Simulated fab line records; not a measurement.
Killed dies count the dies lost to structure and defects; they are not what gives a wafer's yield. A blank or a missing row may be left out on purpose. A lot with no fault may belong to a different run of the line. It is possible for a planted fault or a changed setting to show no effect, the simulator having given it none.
fab line records | flow rit-cmos
[record] lots = 12 | wafers = 36 | last-day = 8
route steps=202 shown M1@197
lots untouched by any fault: they come from a run of this same line in which no faults occurred
start-h: start of the lot's first displayed wafer, in hours after the record's first day | wait-h: hours since the lot's step before | " repeats the value in the row above | L1.1+2: a row that stands for several wafers | - no value, or no start was given | * or withheld: withheld | < > ~ a bound
route shown NAME@n: NAME is a module with steps in the file, n the number in the route of the first one | usual: mean and standard deviation over wafers with no fault | same: alike in all rows | chamber/n: place in a boat | sites: readings site by site | _std_site: the values' standard deviation | _edge_site: inner sites' mean taken away from outer sites' mean | radius-mm: for every site, how far away it sits from the centre of the wafer | mask NAME#n: copy n | behind: the most recent tool/chamber to have shaped the wafer | hold: why the lot was held/for how many hours/how that ended | device: which transistor (n, p or np) failed to switch | end of line: the tests these same wafers got at the end of their route | a step with no rows: only its recipe | killed: dies lost to structure and defects at the first sort, not the wafer's yield | map: a wafer's dies, x killed, . not, _ none there
set.NAME: the setting the step ran with; set.NAME@STEP: the setting that earlier step ran with | model.NAME: the simulator's own value behind a step, which no gauge read
a sample of lots followed through the steps of the route, with each step as a table and each wafer as a row
services: when a tool's chamber went out of use (start-h, in hours from the record's first day, below 0 if earlier), for how many hours, and the reason
[[steps]]
[step RIT_M1_STRIP_13]
[recipe] chemistry = nmp | resist = NOVOLAK | temp-c = 80 | time-s = 600 | dry = n2-spin
lot.wafer  | tool         | chamber | start-h | wait-h
L140.1+3+4 | wet-bench-04 | 3       | 59.33   | 0.1
L141.2+3+6 | wet-bench-03 | 3       | 63.93   | 0.1
L142.2+3+6 | wet-bench-01 | 2       | 69.26   | 0.1
L143.1+2+6 | wet-bench-04 | 0       | 75.23   | 0.1
L144.1+4+6 | wet-bench-03 | 3       | 83.16   | 0.1
L145.1+2+5 | wet-bench-04 | 2       | 85.27   | 0.1
L146.1+2+6 | wet-bench-01 | 0       | 91.40   | 0.1
L150.3+5+6 | wet-bench-01 | 3       | 111.99  | 0.1
L153.2+3+4 | wet-bench-01 | 0       | 130.02  | 0.1
L159.2+4+5 | wet-bench-03 | 1       | 170.91  | 0.1
L161.2+3+4 | wet-bench-03 | 1       | 182.95  | 0.1
L163.2+4+6 | wet-bench-04 | 1       | 188.91  | 0.1
[step RIT_M1_PROBE_99]
[usual] defect-limited-yield = 97.2/1.2 | killed_at_M0_to_M3 = 0.0/0.083 | killed-at-contacts = 0.1/0.27 | killed-at-front-end = 7/3.1 | killed-dies = 7/3.2 | killed-open = 3.8/2.1 | killed-short = 3.6/2 | sort_bin_3_pad_short = 0.1/0.22 | sort_bin_5_function = 1.7/0.8 | sort_bin_6_memory = 1.0/0.64 | sort-n-pass = 257/3.2 | sort-yield-pct = 97.2/1.2
[same] gross-dies = 264 | killed_at_M4_up = 0 | killed-at-back-side = 0 | killed-at-other = 0
lot.wafer | tool      | chamber | start-h | wait-h | defect-limited-yield[%] | killed_at_M0_to_M3 | killed-at-contacts | killed-at-front-end | killed-dies | killed-open | killed-short | sort_bin_3_pad_short[%] | sort_bin_5_function[%] | sort_bin_6_memory[%] | sort-n-pass | sort-yield-pct[%]
L143.1    | prober-02 | -       | 77.34   | 0.1    | 95.5                    | 0                  | 0                  | 12                  | 12          | 6           | 6            | 0.8                     | 2.7                    | 1.1                  | 252         | 95.5
L143.2    | prober-02 | -       | 77.39   | 0.1    | 98.1                    | 0                  | 0                  | 5                   | 5           | 2           | 3            | 0.4                     | 1.5                    | 0                    | 259         | 98.1
L143.6    | prober-02 | -       | 77.59   | 0.2    | 97.3                    | 0                  | 0                  | 7                   | 7           | 3           | 4            | 0                       | 0.8                    | 1.9                  | 257         | 97.3
L144.1    | prober-01 | -       | 85.25   | 0.1    | 97.3                    | 0                  | 0                  | 7                   | 7           | 5           | 2            | 0                       | 1.5                    | 1.1                  | 257         | 97.3
L144.4    | prober-01 | -       | 85.40   | 0.2    | 97.7                    | 0                  | 0                  | 6                   | 6           | 4           | 2            | 0                       | 2.3                    | 0                    | 258         | 97.7
L144.6    | prober-01 | -       | 85.50   | 0.2    | 95.8                    | 0                  | 0                  | 11                  | 11          | 4           | 7            | 0.4                     | 3.0                    | 0.8                  | 253         | 95.8
L150.3    | prober-01 | -       | 114.18  | 0.2    | 81.1                    | 40                 | 0                  | 10                  | 50          | 7           | 3            | 3.4                     | 11.4                   | 4.2                  | 214         | 81.1
L150.5    | prober-01 | -       | 114.28  | 0.2    | 82.2                    | 35                 | 0                  | 12                  | 47          | 8           | 4            | 3.0                     | 11.4                   | 3.4                  | 217         | 82.2
L150.6    | prober-01 | -       | 114.33  | 0.2    | 84.1                    | 38                 | 0                  | 4                   | 42          | 1           | 3            | 4.9                     | 8.7                    | 2.3                  | 222         | 84.1
L153.2    | prober-02 | -       | 132.16  | 0.1    | 82.6                    | 45                 | 0                  | 1                   | 46          | 1           | 0            | 4.2                     | 9.5                    | 3.8                  | 218         | 82.6
L153.3    | prober-02 | -       | 132.21  | 0.2    | 84.1                    | 37                 | 0                  | 5                   | 42          | 3           | 2            | 4.9                     | 8.0                    | 3.0                  | 222         | 84.1
L153.4    | prober-02 | -       | 132.26  | 0.2    | 86.0                    | 34                 | 0                  | 3                   | 37          | 1           | 2            | 4.2                     | 8.3                    | 1.5                  | 227         | 86.0
// killed by level:class
L143.1 SPACER:geometric-particle:short=5 GATE:geometric-particle:open=2 SPACER:geometric-particle:open=2 REOX:geometric-particle:open=1 REOX:geometric-particle:short=1 SILICIDE:geometric-particle:open=1
L143.2 FOX1:geometric-particle:short=1 FOX2:geometric-particle:short=1 GATE:geometric-particle:open=1 REOX:geometric-particle:short=1 SILICIDE:geometric-particle:open=1
L143.6 GATE:geometric-particle:open=2 SILICIDE:geometric-particle:short=2 FOX1:geometric-particle:short=1 FOX1:geometric-particle:open=1 REOX:geometric-particle:short=1
L144.1 REOX:geometric-particle:open=3 REOX:geometric-particle:short=2 FOX1:geometric-particle:open=1 GATE:geometric-particle:open=1
L144.4 GATE:geometric-particle:open=2 SPACER:geometric-particle:short=2 FOX1:geometric-particle:open=1 SILICIDE:geometric-particle:open=1
L144.6 GATE:geometric-particle:short=3 REOX:geometric-particle:open=3 REOX:geometric-particle:short=2 FOX1:geometric-particle:open=1 FOX1:geometric-particle:short=1 FOX2:geometric-particle:short=1
L150.3 M1:unspecified=40 SILICIDE:geometric-particle:open=3 GATE:geometric-particle:open=2 SILICIDE:geometric-particle:short=2 FOX1:geometric-particle:short=1 FOX1:geometric-particle:open=1 FOX2:geometric-particle:open=1
L150.5 M1:unspecified=35 FOX1:geometric-particle:open=4 FOX1:geometric-particle:short=2 FOX2:geometric-particle:open=2 GATE:geometric-particle:short=1 REOX:geometric-particle:short=1 REOX:geometric-particle:open=1 SPACER:geometric-particle:open=1
L150.6 M1:unspecified=38 FOX1:geometric-particle:short=2 FOX2:geometric-particle:open=1 SILICIDE:geometric-particle:short=1
L153.2 M1:unspecified=45 GATE:geometric-particle:open=1
L153.3 M1:unspecified=37 FOX1:geometric-particle:short=1 GATE:geometric-particle:open=1 SPACER:geometric-particle:open=1 SILICIDE:geometric-particle:short=1 SILICIDE:geometric-particle:open=1
L153.4 M1:unspecified=34 SPACER:geometric-particle:short=2 REOX:geometric-particle:open=1
[[services]]
tool         | chamber | start-h | hours | kind
wet-bench-01 | -       | 138.83  | 1.8   | repair
[[key]]
[first-sign] step = RIT_M1_PROBE_99 | reading = killed_at_M0_to_M3 | direction = up | sigmas = 38 | usual = 0.0 | struck = 38.2
[effect] step = RIT_M1_PROBE_99 | reading = defect-limited-yield | direction = down | sigmas = 12 | usual = 97.2 | struck = 83.3
met-at RIT_M1_STRIP_13
struck-lots L150,L153
onset-between 91.40 111.99
[fault] kind = chamber-particle-source | tool = wet-bench-01 | chamber = - | onset-h = 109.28 | steps = RIT_M1_STRIP_13 | rate-per-visit-cm2 = 1.4937 | end-h = 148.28
